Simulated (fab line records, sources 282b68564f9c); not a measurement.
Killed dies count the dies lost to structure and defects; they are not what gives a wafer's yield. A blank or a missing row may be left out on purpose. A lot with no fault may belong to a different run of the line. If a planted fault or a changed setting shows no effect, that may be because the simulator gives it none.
Struck lot and sound lot, side by side | flow ritCmos | 15 steps out of a route of 202
Sound: wafers L220.1, L220.3, L220.6. Struck: wafers L216.3, L216.5. (L216.4 of the same lot was not struck and is left out.) The cause comes at the end.
For every step that has rows: the tool of each side, followed by ch and its chambers, followed by its first start. Under that, the readings that differ: sound wafers | struck wafers | difference of the means | sigmas: that difference in standard deviations of wafers without a fault.
alike: a reading whose means differ by less than 2 such deviations, as well as words and numbers matching on both sides. not compared: withheld readings; readings where some wafer has no value; bounds like >300 that might hide an equal value; numbers whose values overlap and for which the record gives no deviation.
Wherever a step has rows on one side only, a row that says differs or no value, or a row with sigmas, the two part there. Numbers that have no deviation but don't overlap get no sigmas and don't part them. Lack of a reading on every wafer of one side parts them only where that side has two or more wafers.

first, 1 step without rows for these wafers: RIT_ACTIVE_OXIDATION_01 (target thk 46.8 nm, ox time 3360 s).
RIT_ACTIVE_THK_MEAS_02:
  sound on filmMetro-02 at day 5 01:03; struck on filmMetro-03 at day 4 05:04
  alike: ACTIVE_OXIDE_THK
then, 1 step without rows for these wafers: RIT_ACTIVE_CVD_03 (deposits Si3N4 from SiH2Cl2/NH3, target thk 150 nm, time 1500 s).
RIT_ACTIVE_THK_MEAS_04:
  sound on filmMetro-02 at day 5 05:03; struck on filmMetro-04 at day 4 07:26
reading                 | sound             | struck      | difference | sigmas
ACTIVE_NITRIDE_THK (nm) | 151.8 150.8 151.7 | 147.8 147.9 | -3.6       | -3
then, 6 steps without rows for these wafers: RIT_ACTIVE_HMDS_05 (prime time 60 s); RIT_ACTIVE_COAT_06 (resist thk 1000 nm); RIT_ACTIVE_SOFTBAKE_07 (time 60 s); RIT_ACTIVE_EXPOSE_08 (exposes mask M1, target cd 1400 nm); RIT_ACTIVE_PEB_09; RIT_ACTIVE_DEVELOP_10 (develop time 50 s).
RIT_ACTIVE_CD_MEAS_11 targets a cd of 1400 nm.
  sound on cdSem-02 at day 5 06:05; struck on cdSem-01 at day 4 08:22
  alike: cdNm
then, 1 step without rows for these wafers: RIT_ACTIVE_HARDBAKE_12 (time 60 s).
RIT_ACTIVE_ETCH_13: etches Si3N4 in SF6, stops on SiO2, time 210 s, target depth 210 nm.
  sound on rieDiel-03 ch 0,2,3, day 5 06:22; struck on rieDiel-04 ch 0, day 4 08:36
reading                                    | sound             | struck      | difference | sigmas
oesProductAu (a.u.)                        | 0.833 0.845 0.853 | 0.813 0.812 | -0.031     | -2
throttleValvePct (%)                       | 7.41 7.36 7.34    | 7.69 7.68   | +0.32      | +3
model.NOVOLAK_of_ACTIVE_COAT_06.thkNm (nm) | 662.3 659.4 673.3 | 693.3 696.3 | +29.8      | 
  alike: drypumpMotorCurrentA
  not compared: rfHoursCounterH
RIT_ACTIVE_STRIP_14: strips in O2, time 180 s.
  sound on plasmaAsher-01 ch 0,1, day 5 06:29; struck on plasmaAsher-02 ch 0,1, day 4 08:47
  alike: drypumpMotorCurrentA
  not compared: rfHoursCounterH
then, 1 step without rows for these wafers: RIT_M1_PROBE_99.

## WHERE THEY PART
Last at RIT_ACTIVE_ETCH_13 as far as this record goes, first at RIT_ACTIVE_THK_MEAS_04. Later steps at which nothing parts them and some readings are alike: RIT_ACTIVE_STRIP_14.

WHY: whatever the simulator had introduced
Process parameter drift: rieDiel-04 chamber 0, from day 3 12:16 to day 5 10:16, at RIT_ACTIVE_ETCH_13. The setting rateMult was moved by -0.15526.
